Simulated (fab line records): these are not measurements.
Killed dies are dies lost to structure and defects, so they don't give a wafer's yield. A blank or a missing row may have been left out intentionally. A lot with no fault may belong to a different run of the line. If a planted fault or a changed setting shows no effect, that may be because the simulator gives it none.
8D (eight disciplines) problem report, filled in by code :: flow rit cmos :: the parts of the form that need people (team, actions taken, sign-off) are left out

## 1. THE PROBLEM
NRETRO_TW at RIT_NRETRO_TW_MEAS_10 reads a mean of 1107 on 9 wafers of 3 lots; wafers without a fault read 1059 with a standard deviation of 6.2. Measured from the usual mean, that is +7.7 standard deviations.
The first sign was on wafer L197.3 at day 4 16:35, on film metro-03. Wafers with a number at this step in the record: 45, from 15 lots. The rule behind "out" and "out of limits": a value lying over 4 standard deviations away from the usual mean. The rest of the wafers with a number are treated as sound.

## 2. WHAT THIS IS AND IS NOT
question: which readings at this step
is: NRETRO_TW
is not: -

question: which lots
is: L197, L198, L199
is not: L186, L187, L188, L189, L190, L193, L194, L203, L205, L206, L207, L209

question: which wafers of those lots
is: all that have a number
is not: -

question: read on which gauges
is: film metro-01, film metro-03
is not: film metro-02

question: when
is: from day 4 16:35
is not: up to then (21 sound wafers); but 15 sound wafers of L203, L205, L206, L207, L209 came after

## 3. THE SUSPECTS, EACH WITH WHAT RULES IT OUT
Counting: any tool at a process step up to the reading is kept as a suspect provided that every lot that is out went through it and no sound lot did after the first of them.
- ruled out: the gauge at RIT_NRETRO_TW_MEAS_10. The wafers that are out were read on 2 gauges (film metro-01, film metro-03).
- implanter-03 at RIT_NRETRO_IMPLANT_08: kept. Every lot that is out went through it, starting with L197 (day 4 16:18), and after that it ran no sound lot; the last sound lot it ran before then is L190 (day 3 04:36). Its own beam energy keV readings are out on those wafers.
Remaining after the count: implanter-03 at RIT_NRETRO_IMPLANT_08.

## 4. THE CAUSE (what the simulator had put in)
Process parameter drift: implanter-03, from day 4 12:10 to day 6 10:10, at RIT_NRETRO_IMPLANT_08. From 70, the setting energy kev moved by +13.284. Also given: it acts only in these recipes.
After counting, this tool was the only one left.

## 5. SEQUENCE OF EFFECTS, ordered by route
Rows list readings where the struck wafers' mean (over those with a number) sits beyond 3 standard deviations from the usual. Readings are gone through only where the record gives a usual standard deviation; hours: the median, over the lots, of the time from a lot's start at the first step in this table giving one to that lot's start at this step; sigmas: the change measured in usual standard deviations.
hours: 0
step: RIT_NRETRO_IMPLANT_08
reading: beam energy keV
usual: 69.997
on struck wafers: 83.282
change: +13.285
sigmas: +99 or more

hours: 0
step: RIT_NRETRO_TW_MEAS_10
reading: NRETRO_TW
usual: 1059
on struck wafers: 1107
change: +48
sigmas: +7.7
Process steps it contains:
- RIT_NRETRO_IMPLANT_08

## 6. HOW IT WOULD HAVE BEEN CAUGHT EARLIER
Counted from the fault's start at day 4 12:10, it took 4 hours until the first out-of-limits reading at a measuring or inspecting step in this record, taken at day 4 16:35.
At RIT_NRETRO_IMPLANT_08, the tool's own readings (beam energy keV) were out on each struck wafer the step has a row for, so an alarm limit on them would have fired on the first such wafer.
L198, L199, from the lots that are out (3), started RIT_NRETRO_IMPLANT_08 on implanter-03 later than day 4 16:35. A hold on the tool at that time would have spared those 2.
